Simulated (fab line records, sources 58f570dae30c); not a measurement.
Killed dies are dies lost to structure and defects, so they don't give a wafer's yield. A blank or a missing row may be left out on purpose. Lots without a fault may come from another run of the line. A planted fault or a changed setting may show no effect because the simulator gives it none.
Which tool did it? | flow berkeley_cmos170 | 6 lots, 18 wafers sampled, at 1 step of a route of 331

WHAT THE GAUGES READ, wafer by wafer
UCB170_NWELL_THK_MEAS_02.
lot  | measured    | on            | NWELL_OXIDE_THK (nm)
L825 | day 2 14:47 | film_metro-01 | 26.3 26.3 26.3
L827 | day 2 23:39 | film_metro-03 | 25.3 25.5 25.6
L832 | day 3 22:26 | film_metro-02 | 26.6 26.0 26.0
L834 | day 4 04:12 | film_metro-01 | 26.8 27.0 27.3
L835 | day 4 12:30 | film_metro-02 | 26.0 26.0 25.8
L837 | day 5 00:25 | film_metro-03 | 27.2 26.7 27.0

WHICH TOOL RAN EACH LOT (tool, then ch and the chambers of the sampled wafers, then the start)
The record holds no process step before these readings.

THE ANSWER, worked out from the rows above alone
Rule: what is usual is taken from the lots themselves. Put in order of their means at a reading, lots are off if they are a third of the lots or fewer, leave a main group of 4 or more, and stand apart from it by a gap of 3 or more times the standard deviation of the main group's means; of several such gaps the widest counts. A main group whose means are all the same, to the digits that the tables above print for the reading, isn't used. A lot without any number at a reading at which 4 lots or more have one is off too. The other lots that the step has rows for count as sound.
No lot is off at any reading shown: from this, nothing can be told.

WHAT THE SIMULATOR HAD PUT IN
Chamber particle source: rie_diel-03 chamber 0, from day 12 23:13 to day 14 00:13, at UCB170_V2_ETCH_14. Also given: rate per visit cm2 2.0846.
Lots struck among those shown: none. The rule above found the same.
